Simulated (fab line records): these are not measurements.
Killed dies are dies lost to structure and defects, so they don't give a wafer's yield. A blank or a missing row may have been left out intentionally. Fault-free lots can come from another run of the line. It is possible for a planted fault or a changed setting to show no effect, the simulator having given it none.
Tool commonality check || flow berkeleyCmos170 || 48 wafers sampled across 14 lots

REASON IT WAS OPENED
At UCB170_V2_OVL_MEAS_13 the reading V2_OVL is flagged on 2 of 14 lots. No-fault wafers: -2 nm, standard deviation 5.8.
Rule: flag the lot when none of its wafers has a number, or when each of its wafers that has one lies beyond 4 standard deviations from that mean. The other lots count as sound.

{"lot": "L204", "measured": "day 8 16:18", "on": "overlay-01", "V2_OVL (nm), wafer by wafer": "3 2 -2", "flag": ""}
{"lot": "L208", "measured": "day 9 09:46", "on": "overlay-02", "V2_OVL (nm), wafer by wafer": "-17 -10 -15", "flag": ""}
{"lot": "L207", "measured": "day 9 10:29", "on": "overlay-01", "V2_OVL (nm), wafer by wafer": "-7 -3 -1", "flag": ""}
{"lot": "L206", "measured": "day 9 12:02", "on": "overlay-02", "V2_OVL (nm), wafer by wafer": "1 -3 3", "flag": ""}
{"lot": "L209", "measured": "day 9 17:10", "on": "overlay-01", "V2_OVL (nm), wafer by wafer": "0 -3 2", "flag": ""}
{"lot": "L210", "measured": "day 9 17:26", "on": "overlay-02", "V2_OVL (nm), wafer by wafer": "5 2 1", "flag": ""}
{"lot": "L214", "measured": "day 10 04:23", "on": "overlay-01", "V2_OVL (nm), wafer by wafer": "-6 -2 2", "flag": ""}
{"lot": "L213", "measured": "day 10 10:49", "on": "overlay-02", "V2_OVL (nm), wafer by wafer": "-1 -4 -6", "flag": ""}
{"lot": "L212", "measured": "day 10 10:56", "on": "overlay-02", "V2_OVL (nm), wafer by wafer": "94 95 93 93 92 91", "flag": "FLAGGED"}
{"lot": "L211", "measured": "day 10 11:05", "on": "overlay-01", "V2_OVL (nm), wafer by wafer": "-10 0 2", "flag": ""}
{"lot": "L216", "measured": "day 10 16:00", "on": "overlay-01", "V2_OVL (nm), wafer by wafer": "99 101 100 97 99 99", "flag": "FLAGGED"}
{"lot": "L222", "measured": "day 11 22:02", "on": "overlay-01", "V2_OVL (nm), wafer by wafer": "-1 2 5", "flag": ""}
{"lot": "L223", "measured": "day 12 16:17", "on": "overlay-02", "V2_OVL (nm), wafer by wafer": "-3 2 -2", "flag": ""}
{"lot": "L224", "measured": "day 12 23:13", "on": "overlay-02", "V2_OVL (nm), wafer by wafer": "1 -9 1", "flag": ""}
Average over the flagged lots: 96 nm; offset from the usual +98 nm, equal to +17 standard deviations.

WHICH TOOL EACH LOT WENT THROUGH
The record keeps 1 process step preceding the reading, out of 331 steps on the route. Read each cell as the tool, then ch plus the chambers that the sampled wafers visited, then the start.
{"lot": "L204", "flag": "", "UCB170_V2_EXPOSE_09": "krfScanner-01 ch 0, day 8 15:37"}
{"lot": "L208", "flag": "", "UCB170_V2_EXPOSE_09": "krfScanner-02 ch 0, day 9 09:10"}
{"lot": "L207", "flag": "", "UCB170_V2_EXPOSE_09": "krfScanner-01 ch 0, day 9 09:56"}
{"lot": "L206", "flag": "", "UCB170_V2_EXPOSE_09": "krfScanner-02 ch 0, day 9 11:31"}
{"lot": "L209", "flag": "", "UCB170_V2_EXPOSE_09": "krfScanner-02 ch 0, day 9 16:17"}
{"lot": "L210", "flag": "", "UCB170_V2_EXPOSE_09": "krfScanner-02 ch 0, day 9 16:46"}
{"lot": "L214", "flag": "", "UCB170_V2_EXPOSE_09": "krfScanner-01 ch 0, day 10 03:38"}
{"lot": "L213", "flag": "", "UCB170_V2_EXPOSE_09": "krfScanner-02 ch 0, day 10 09:52"}
{"lot": "L212", "flag": "FLAGGED", "UCB170_V2_EXPOSE_09": "krfScanner-02 ch 0, day 10 10:10"}
{"lot": "L211", "flag": "", "UCB170_V2_EXPOSE_09": "krfScanner-01 ch 0, day 10 10:23"}
{"lot": "L216", "flag": "FLAGGED", "UCB170_V2_EXPOSE_09": "krfScanner-02 ch 0, day 10 15:29"}
{"lot": "L222", "flag": "", "UCB170_V2_EXPOSE_09": "krfScanner-01 ch 0, day 11 21:05"}
{"lot": "L223", "flag": "", "UCB170_V2_EXPOSE_09": "krfScanner-01 ch 0, day 12 15:46"}
{"lot": "L224", "flag": "", "UCB170_V2_EXPOSE_09": "krfScanner-01 ch 0, day 12 22:08"}
What these steps do:
- UCB170_V2_EXPOSE_09: exposes mask VIA2, target cd 700 nm.
- UCB170_V2_OVL_MEAS_13

FLAGGED AGAINST TOTAL, ONE TOOL AT A TIME (gauges that did the reading follow at the end)
{"step": "UCB170_V2_EXPOSE_09", "tool": "krfScanner-01", "lots run": 7, "flagged": 0, "share of the flagged lots": "none", "sound lots run after its first flagged lot": "-"}
{"step": "UCB170_V2_EXPOSE_09", "tool": "krfScanner-02", "lots run": 7, "flagged": 2, "share of the flagged lots": "all", "sound lots run after its first flagged lot": 0}
{"step": "UCB170_V2_OVL_MEAS_13", "tool": "overlay-01", "lots run": 7, "flagged": 1, "share of the flagged lots": "some", "sound lots run after its first flagged lot": "1 (L222)"}
{"step": "UCB170_V2_OVL_MEAS_13", "tool": "overlay-02", "lots run": 7, "flagged": 1, "share of the flagged lots": "some", "sound lots run after its first flagged lot": "2 (L223,L224)"}

WHAT IS ALLOWED BY THE TABLE
All flagged lots share 1 row of the table, namely krfScanner-02 at UCB170_V2_EXPOSE_09.
- krfScanner-02 at UCB170_V2_EXPOSE_09: 2 of its 7 lots flagged. It ran its last sound lot, L213, at day 10 09:52 and its first flagged lot, L212, at day 10 10:10: a fault with its onset between the two fits.
What remains is a single tool, krfScanner-02 at UCB170_V2_EXPOSE_09.

WHAT THE SIMULATOR HAD INSERTED
Scanner matching overlay: krfScanner-02, from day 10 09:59 on, at UCB170_V2_EXPOSE_09. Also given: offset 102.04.
Shown lots that were struck: L212, L216. The rule given above showed the same thing.
